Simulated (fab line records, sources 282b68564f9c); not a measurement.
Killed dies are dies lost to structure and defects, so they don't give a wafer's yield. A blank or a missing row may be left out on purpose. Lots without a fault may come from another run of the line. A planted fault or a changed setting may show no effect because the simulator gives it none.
A struck lot beside a sound one | flow rit_cmos | 18 steps out of a route of 202
Sound: wafers L879.2, L879.4, L879.5. Struck: wafers L885.2, L885.3, L885.6. The cause comes at the end.
At each step with rows: each side's tool, then ch and its chambers, then its first start. Under that, the readings that differ: sound wafers | struck wafers | difference of the means | sigmas: that difference in standard deviations of wafers without a fault.
alike: readings whose means differ by less than 2 such deviations, and words and numbers that are the same on both sides. not compared: withheld readings, readings that some wafer has no value for, bounds like >300 that may hide the same value, and numbers for which the record gives no deviation and whose values overlap.
The two part at a step that has a row with sigmas, a row that says differs or no value, or rows on one side only. Numbers that don't overlap but have no deviation are shown without sigmas and don't part them. A reading that every wafer of one side lacks parts them only if that side has two wafers or more.

first, 4 steps without rows for these wafers: RIT_PSD_SOFTBAKE_02 (time 60 s); RIT_PSD_EXPOSE_03 (exposes mask M10, target cd 40900 nm); RIT_PSD_PEB_04; RIT_PSD_DEVELOP_05 (develop time 50 s).
RIT_PSD_OVL_MEAS_06:
  sound on overlay-02, day 3 16:55; struck on overlay-01, day 5 06:01
  alike: PSD_OVL
then, 2 steps without rows for these wafers: RIT_PSD_HARDBAKE_07 (time 60 s); RIT_PSD_IMPLANT_08.
RIT_PSD_STRIP_09: strips in O2, time 180 s.
  sound on plasma_asher-04 ch 0,1, day 3 17:14; struck on plasma_asher-04 ch 0,1, day 5 06:22
  alike: drypump_motor_current_A
  not compared: rf_hours_counter_h
RIT_PSD_TW_MEAS_10:
  sound on film_metro-03, day 3 17:26; struck on film_metro-01, day 5 06:32
  reading | sound          | struck         | difference | sigmas
  PSD_TW  | 3529 3524 3508 | 3441 3419 3428 | -91        | -2
then, 3 steps without rows for these wafers: RIT_SDANNEAL_CLEAN_00 (cleans in SC1, time 600 s); RIT_SDANNEAL_CLEAN_01 (cleans in dHF, time 30 s); RIT_SDANNEAL_CLEAN_02 (cleans in SC2, time 600 s).
RIT_SDANNEAL_RTA_03: time 5 s.
  sound on rtp_anneal-01 ch 0, day 3 18:02; struck on rtp_anneal-01 ch 0, day 5 06:59
  alike: wafer_temp_C_max
RIT_SDANNEAL_RS_MEAS_04: measures by four-point-probe.
  sound on film_metro-01, day 3 18:06; struck on film_metro-01, day 5 07:03
  reading         | sound                | struck            | difference | sigmas
  PSD_RS (ohm/sq) | 115.68 115.60 115.56 | 96.09 96.02 96.28 | -19.48     | -72
RIT_SDANNEAL_RS_MEAS_05: measures by four-point-probe.
  sound on film_metro-01, day 3 18:13; struck on film_metro-01, day 5 07:10
  reading         | sound          | struck         | difference | sigmas
  NSD_RS (ohm/sq) | 85.8 85.8 86.2 | 84.8 84.6 84.4 | -1.3       | -4
RIT_SDANNEAL_RS_MEAS_06: measures by four-point-probe.
  sound on film_metro-01, day 3 18:20; struck on film_metro-01, day 5 07:17
  reading          | sound             | struck            | difference | sigmas
  PLDD_RS (ohm/sq) | 178.0 178.6 178.6 | 161.6 162.3 162.0 | -16.4      | -33
RIT_SDANNEAL_RS_MEAS_07: measures by four-point-probe.
  sound on film_metro-01, day 3 18:28; struck on film_metro-01, day 5 07:25
  alike: NLDD_RS
RIT_M1_PROBE_99:
  sound on prober-01, day 4 01:39; struck on prober-01, day 5 14:57
  alike: killed_at_M0_to_M3, killed_at_contacts, killed_at_front_end, killed_dies, killed_open, killed_short

WHERE THEY PART
First at RIT_PSD_TW_MEAS_10; last, within this record, at RIT_SDANNEAL_RS_MEAS_06. Later steps at which nothing parts them and some readings are alike: RIT_SDANNEAL_RS_MEAS_07, RIT_M1_PROBE_99.

WHY: what the simulator had put in
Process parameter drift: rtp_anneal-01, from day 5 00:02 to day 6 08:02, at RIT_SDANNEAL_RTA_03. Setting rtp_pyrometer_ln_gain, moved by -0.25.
